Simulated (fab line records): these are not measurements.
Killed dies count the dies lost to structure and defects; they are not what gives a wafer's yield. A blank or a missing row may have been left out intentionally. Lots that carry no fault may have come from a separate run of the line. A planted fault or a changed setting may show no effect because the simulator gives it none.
A struck lot beside a sound one | flow berkeley-cmos170 | 19 out of 331 route steps
Sound: wafers L931.1, L931.2, L931.5. Wafers L937.2, L937.3, L937.6 were the ones struck. The cause is named last.
For every step that has rows: the tool of each side, followed by ch and its chambers, followed by its first start. Under that, the readings that differ: sound wafers | struck wafers | difference of the means | sigmas: that difference in standard deviations of wafers without a fault.
alike: readings with means less than 2 such deviations apart, plus words and numbers identical on both sides. not compared: withheld readings, readings lacking a value on some wafer, bounds such as >300 that could conceal the same value, and numbers that have no deviation in the record and whose values overlap.
A row with sigmas, a row that says differs or no value, or rows on one side alone: a step with any of these is where the two part. When numbers do not overlap yet have no deviation, they are printed without sigmas and do not part them. A reading that every wafer of one side lacks parts them only if that side has two wafers or more.

UCB170_M2_STRIP_19: strips in O2.
  sound on plasma-asher-02 ch 0,1, day 8 10:10; struck on plasma-asher-04 ch 0,1, day 10 15:17
  alike: drypump-motor-current-A, o2-flow-sccm, oes-product-au
  not compared: rf-hours-counter-h
UCB170_M2_CD_MEAS_90: the cd target is 700 nm.
  sound on cd-sem-01, day 8 10:16; struck on cd-sem-01, day 10 15:24
  alike: cd-nm
UCB170_V2_CVD_00: deposits SiO2 from TEOS/O2, target thk 2000 nm, time 250 s.
  sound on pecvd-03 ch 0,2, day 8 10:23; struck on pecvd-02 ch 0,1,2, day 10 15:30
  alike: heater-power-w
UCB170_V2_THK_MEAS_01:
  sound on film-metro-02, day 8 10:33; struck on film-metro-02, day 10 15:40
  alike: V2_TEOS_THK
UCB170_V2_CMP_02: polishes SiO2.
  sound on cmp-01 ch 1,2,3, day 8 10:40; struck on cmp-02 ch 0,3, day 10 15:53
  alike: motor-current-A, slurry-filter-dp-kPa
UCB170_V2_BOW_MEAS_03:
  sound on film-metro-03, day 8 10:55; struck on film-metro-02, day 10 16:13
  alike: V2_BOW
UCB170_V2_THK_MEAS_04:
  sound on film-metro-03, day 8 11:02; struck on film-metro-02, day 10 16:19
  alike: V2_POLISHED_THK
then, 3 steps without rows for these wafers: UCB170_V2_CLEAN_05 (cleans in DIW); UCB170_V2_HMDS_06 (prime time 60 s); UCB170_V2_COAT_07 (resist thk 900 nm).
UCB170_V2_SOFTBAKE_08: time 61.37 s.
  sound on litho-track-04 ch 0, day 8 15:29; struck on litho-track-04 ch 0, day 10 17:05
  alike: exhaust-pa, plate-sensor-t-centre-C, plate-sensor-t-edge-C, softbake-temp-c
then, 1 step without rows for these wafers: UCB170_V2_EXPOSE_09 (exposes mask VIA2, target cd 700 nm).
UCB170_V2_PEB_10:
  sound on litho-track-01 ch 0, day 8 16:25; struck on litho-track-01 ch 0, day 10 17:32
  reading                  | sound                | struck               | difference | sigmas
  exhaust-pa (Pa)          | 46.2 46.1 45.9       | 43.4 44.1 44.9       | -1.9       | -2
  heater-power-total-W (W) | 56.84 56.84 56.84    | 64.89 64.85 64.85    | +8.02      | +99 or more
  plate-temp-C (C)         | 129.79 129.96 129.99 | 144.08 143.95 143.96 | +14.08     | +99 or more
then, 1 step without rows for these wafers: UCB170_V2_DEVELOP_11 (develop time 45 s).
UCB170_V2_CD_MEAS_12: the cd target is 700 nm.
  sound on cd-sem-02, day 8 16:41; struck on cd-sem-01, day 10 17:49
  reading    | sound             | struck            | difference | sigmas
  cd-nm (nm) | 699.5 700.9 700.0 | 751.9 751.9 753.5 | +52.3      | +44
UCB170_V2_OVL_MEAS_13:
  sound on overlay-01, day 8 16:49; struck on overlay-02, day 10 17:55
  reading     | sound    | struck | difference | sigmas
  V2_OVL (nm) | -3 -8 -6 | 8 11 6 | +14        | +3
UCB170_V2_ETCH_14: etches SiO2 in CHF3/CF4/Ar, stops on Al, target depth 1250 nm, time 291 s.
  sound on rie-diel-04 ch 0,2,3, day 8 16:50; struck on rie-diel-03 ch 0,1,2, day 10 17:56
  reading             | sound           | struck            | difference | sigmas
  model.V2.cd-nm (nm) | 698.6 702 701.4 | 751.3 751.7 752.4 | +51.1      |
  alike: drypump-motor-current-A, oes-product-au, throttle-valve-pct
  not compared: rf-hours-counter-h
UCB170_V2_STRIP_15: strips in O2.
  sound on plasma-asher-03 ch 0,1, day 8 17:01; struck on plasma-asher-04 ch 0,1, day 10 18:07
  alike: drypump-motor-current-A, o2-flow-sccm, oes-product-au, strip-time-to-endpoint-s
  not compared: rf-hours-counter-h
after that, 1 step had no rows for these wafers: UCB170_M3_PROBE_99.

WHERE THEY PART
At UCB170_V2_PEB_10 first; at UCB170_V2_OVL_MEAS_13 last (within this record only). Later steps at which nothing parts them and some readings are alike: UCB170_V2_ETCH_14, UCB170_V2_STRIP_15.

WHY: whatever the simulator had introduced
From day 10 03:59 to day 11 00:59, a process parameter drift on litho-track-01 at UCB170_V2_PEB_10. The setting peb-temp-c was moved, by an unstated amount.
